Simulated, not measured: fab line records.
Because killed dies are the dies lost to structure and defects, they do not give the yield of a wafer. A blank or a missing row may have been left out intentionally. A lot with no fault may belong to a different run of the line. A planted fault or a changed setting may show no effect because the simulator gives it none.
Split-lot study ; flow berkeley cmos170 ; 23 wafers read from 5 lots, route of 331 steps

## THE SPLIT
At UCB170_ACTIVE_CVD_05 (deposits Si3N4 from SiH2Cl2/NH3, target thk 220 nm, time 3300 s), the setting pressure mtorr was moved away from the recipe's 200 mTorr on 20 of the 23 wafers read, by -10.8% to +13.3%. The other wafers ran this setting at the recipe's value.

Split to reading: the file shows no intervening step.

## THE READING
ACTIVE_NITRIDE_THK, in nm, at UCB170_ACTIVE_THK_MEAS_06. Typical for fault-free wafers on this fab line: 221.8 nm, with standard deviation 1.8 nm.

wafer;tool, chamber at the split;pressure mtorr as run, mTorr;against the recipe;ACTIVE_NITRIDE_THK, nm;against lot-mates on the recipe
L074.1;-, -;226.5;+13.3%;228.3;no lot-mate on the recipe
L074.2;-, -;226.5;+13.3%;228.2;no lot-mate on the recipe
L074.4;-, -;226.5;+13.3%;228.2;no lot-mate on the recipe
L074.5;-, -;226.5;+13.3%;226.9;no lot-mate on the recipe
L074.6;-, -;226.5;+13.3%;230.1;no lot-mate on the recipe
L084.1;-, -;178.4;-10.8%;214.5;no lot-mate on the recipe
L084.2;-, -;178.4;-10.8%;214.9;no lot-mate on the recipe
L084.3;-, -;178.4;-10.8%;214.9;no lot-mate on the recipe
L084.4;-, -;178.4;-10.8%;213.3;no lot-mate on the recipe
L084.5;-, -;178.4;-10.8%;215.6;no lot-mate on the recipe
L083.2;-, -;226.5;+13.3%;229.4;no lot-mate on the recipe
L083.3;-, -;226.5;+13.3%;230.2;no lot-mate on the recipe
L083.4;-, -;226.5;+13.3%;232.7;no lot-mate on the recipe
L083.5;-, -;226.5;+13.3%;233.0;no lot-mate on the recipe
L083.6;-, -;226.5;+13.3%;231.3;no lot-mate on the recipe
L082.2;lpcvd-02, 0;200;recipe;223.6;-
L082.3;lpcvd-02, 0;200;recipe;222.5;-
L082.4;lpcvd-02, 0;200;recipe;225.1;-
L085.1;-, -;192.2;-3.9%;217.0;no lot-mate on the recipe
L085.3;-, -;192.2;-3.9%;218.6;no lot-mate on the recipe
L085.4;-, -;192.2;-3.9%;217.8;no lot-mate on the recipe
L085.5;-, -;192.2;-3.9%;218.3;no lot-mate on the recipe
L085.6;-, -;192.2;-3.9%;220.3;no lot-mate on the recipe

THE FIT
A straight line over all 23 wafers: ACTIVE_NITRIDE_THK changes by +0.632 nm for each +1% of pressure mtorr; r = +0.97; the points scatter about the line by 1.8 nm.
Too few moved wafers have a lot-mate on the recipe to fit a line with each lot's own level taken away.

## THE WHOLE CHAIN: every reading that the file lists as answering this split, in the file's order
step;what it does;reading;change (the file's fit);r (the file's)
UCB170_ACTIVE_CVD_05;deposits Si3N4 from SiH2Cl2/NH3, target thk 220 nm, time 3300 s;Si3N4_of_ACTIVE_CVD_05.thk nm (the simulator's own value, which no gauge read);+0.636 nm for each +1% of the setting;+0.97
UCB170_ACTIVE_THK_MEAS_06;;ACTIVE_NITRIDE_THK;+0.633 for each +1% of the setting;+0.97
UCB170_ACTIVE_ETCH_15;etches Si3N4 in CH3F/Ar/O2, stops on SiO2, target depth 242 nm, time 151 s;etch.depth nm (the simulator's own value, which no gauge read);+0.636 nm for each +1% of the setting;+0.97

## FILE'S OWN FIT
ACTIVE_NITRIDE_THK changes by +0.633 nm for each +1% of pressure mtorr, r = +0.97.
